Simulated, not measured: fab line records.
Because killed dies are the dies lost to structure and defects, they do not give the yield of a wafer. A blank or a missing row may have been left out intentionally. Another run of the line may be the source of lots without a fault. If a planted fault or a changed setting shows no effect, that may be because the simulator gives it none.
Split-lot trial	flow berkeleyCmos170	23 wafers read across 5 lots, on a route 331 steps long

THE SPLIT
At UCB170_NVT_IMPLANT_07, the setting energyKev was moved away from the recipe's 50 on 11 of the 23 wafers read, by -5.9% to -1.7%. This setting was run at the recipe's value on the other wafers.

BETWEEN THE SPLIT AND THE READING: the file shows 1 step in between
- UCB170_NVT_STRIP_08: strips in O2

THE READING
NVT_TW, at UCB170_NVT_TW_MEAS_09. On this fab line, fault-free wafers typically give 516.5 with a standard deviation of 1.9.

wafer	tool, chamber at the split	energyKev as run	against the recipe	NVT_TW	against lot-mates on the recipe
L077.1	implanter-02, 0	50	recipe	515.4	-
L077.4	implanter-02, 0	50	recipe	515.9	-
L077.5	implanter-02, 0	50	recipe	515.5	-
L078.2	implanter-03, 0	50	recipe	515.3	-
L078.3	implanter-03, 0	47.17	-5.7%	508.3	-7.1
L078.4	implanter-03, 0	50	recipe	515.5	-
L078.5	implanter-03, 0	47.17	-5.7%	507.8	-7.6
L078.6	implanter-03, 0	47.17	-5.7%	508.1	-7.3
L080.1	implanter-02, 0	47.07	-5.9%	507.5	-8.5
L080.2	implanter-02, 0	47.07	-5.9%	511.2	-4.8
L080.3	implanter-02, 0	50	recipe	515.7	-
L080.5	implanter-02, 0	47.07	-5.9%	507.7	-8.3
L080.6	implanter-02, 0	50	recipe	516.3	-
L085.1	implanter-03, 0	48.06	-3.9%	510.0	-4.4
L085.3	implanter-03, 0	50	recipe	516.8	-
L085.4	implanter-03, 0	50	recipe	514.6	-
L085.5	implanter-03, 0	48.06	-3.9%	512.4	-2.0
L085.6	implanter-03, 0	50	recipe	511.8	-
L084.1	implanter-02, 0	49.15	-1.7%	515.1	+0.8
L084.2	implanter-02, 0	50	recipe	515.3	-
L084.3	implanter-02, 0	50	recipe	513.3	-
L084.5	implanter-02, 0	49.15	-1.7%	510.1	-4.2
L084.6	implanter-02, 0	49.15	-1.7%	510.4	-3.9

THE FIT
A straight line over all 23 wafers: NVT_TW changes by +1.13 for each +1% of energyKev; r = +0.88; the points scatter about the line by 1.6.
The same after taking each lot's own level away (the mean of its wafers on the recipe; 23 wafers): +1.21 for each +1%; r = +0.90; scatter 1.5.
The reading moves by 7.1 for the largest change in energyKev, on that fit.
The lots' own levels span 514.30 to 516.00, that is 0.9 times the standard deviation above.
Consequently the slope shifts little with the lot-to-lot level, the two slopes agreeing.
Check: -6.87 against its lot-mates is what the line predicts for one of the wafers moved furthest among these (-5.9%) when that wafer is left out of the fit. Against them it came out at -8.5.

OTHER SPLITS ON THESE WAFERS
Other splits were also applied to these wafers ahead of the reading. Each is held against what the fit with the lots' levels taken away leaves over:
other split on the same wafers	wafers away from the commonest value	r with NVT_TW (lot level and that fit taken away)
UCB170_START_OXIDATION_02 tempC	18	-0.15
UCB170_PWELL_DEVELOP_12 developTimeS	11	-0.10
UCB170_PWELL_IMPLANT_15 doseCm2	8	+0.08
UCB170_PFIELD_IMPLANT_07 doseCm2	5	-0.09
UCB170_SCREENOX_OXIDATION_01 tempC	15	+0.12

THE WHOLE CHAIN: every reading that the file lists as answering this split, in the file's order
step	what it does	reading	change (the file's fit)	r (the file's)
UCB170_NVT_IMPLANT_07		implant.rpNm (the simulator's own value, which no gauge read)	+0.371 nm for each +1% of the setting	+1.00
UCB170_NVT_IMPLANT_07		implant.drpNm (the simulator's own value, which no gauge read)	+0.134 nm for each +1% of the setting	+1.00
UCB170_NVT_TW_MEAS_09		NVT_TW	+1.19 for each +1% of the setting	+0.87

FILE'S OWN FIT
NVT_TW changes by +1.19 for each +1% of energyKev, r = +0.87.
